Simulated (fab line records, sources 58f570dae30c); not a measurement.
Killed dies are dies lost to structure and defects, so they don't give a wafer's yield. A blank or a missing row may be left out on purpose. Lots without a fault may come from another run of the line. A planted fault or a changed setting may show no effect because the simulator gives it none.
Problem report in the 8D (eight disciplines) form, filled by code | flow berkeley_cmos170 | the parts of the form that need people (team, actions taken, sign-off) are left out

1. THE PROBLEM
rf_fwd_power_W at UCB170_GATE_ETCH_15 reads a mean of 346.1 W on 1 wafer of 1 lot; wafers without a fault read 297.6 W with a standard deviation of 1.2. That is +40 standard deviations from the usual mean.
The step: etches poly-Si in HBr/Cl2, stops on SiO2, time 56.3 s, target depth 278.2 nm.
First seen on wafer L868.2, day 9 19:49, on rie_si-02. The record holds 15 wafers of 5 lots with a number at this step. Rule for "out", or "out of limits": more than 4 standard deviations from the usual mean. The other wafers with a number count as sound.

2. WHAT IT IS AND WHAT IT IS NOT
question                    | is               | is not
which readings at this step | rf_fwd_power_W   | HBr_flow_sccm, drypump_motor_current_A, oes_product_au, throttle_valve_pct
which lots                  | L868             | L860, L863, L869, L873
which wafers of those lots  | L868.2           | L868.1, L868.6
read on which tools         | rie_si-02        | rie_si-01
when                        | from day 9 19:49 | up to then (8 sound wafers); but 6 sound wafers of L869, L873 came after

3. SUSPECTS, AND WHAT RULES EACH OUT
Counting: a tool at a process step up to the reading stays a suspect if it ran every lot that is out. Sound lots after the first of them don't rule it out here, since some wafers of a struck lot are sound.
- rie_diel-02 at UCB170_GATE_ETCH_14 (etches BARC in N2/H2): kept. It ran the lot that is out, L868 (day 9 19:46).
- rie_si-02 at UCB170_GATE_ETCH_15 (etches poly-Si in HBr/Cl2, stops on SiO2, time 56.3 s, target depth 278.2 nm): kept. It ran the lot that is out, L868 (day 9 19:49); its last sound lot up to then is L863 (day 8 12:04). Its own readings are out on those wafers: rf_fwd_power_W.
- Within rie_diel-02 at UCB170_GATE_ETCH_14: the wafers that are out ran in chamber 1; their sound lot-mates ran in chambers 0, 2.
- Within rie_si-02 at UCB170_GATE_ETCH_15: the wafers that are out ran in chamber 1; their sound lot-mates ran in chambers 0, 2.
Left after counting: rie_diel-02 at UCB170_GATE_ETCH_14, rie_si-02 at UCB170_GATE_ETCH_15.

4. THE CAUSE (what the simulator had put in)
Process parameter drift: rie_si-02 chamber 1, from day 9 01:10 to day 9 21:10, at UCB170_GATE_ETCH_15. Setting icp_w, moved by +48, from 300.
Counting left 2 suspects, and this tool is among them.

5. THE CHAIN OF EFFECTS, in route order
Each row: a reading whose mean over the struck wafers that have a number lies more than 3 standard deviations from the usual. Only readings for which the record gives a usual standard deviation are gone through. hours: the time from each lot's start at the first step in this table that gives one to its start at this step, as a median over the lots. sigmas: the change in usual standard deviations.
hours | step                | reading        | usual   | on struck wafers | change | sigmas
0     | UCB170_GATE_ETCH_15 | rf_fwd_power_W | 297.6 W | 346.1            | +48.5  | +40
The process steps in it:
- UCB170_GATE_ETCH_15: etches poly-Si in HBr/Cl2, stops on SiO2, time 56.3 s, target depth 278.2 nm.

6. WHAT WOULD HAVE CAUGHT IT SOONER
In this record the first reading out of limits was taken at day 9 19:49, 19 hours after the fault began at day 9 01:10.
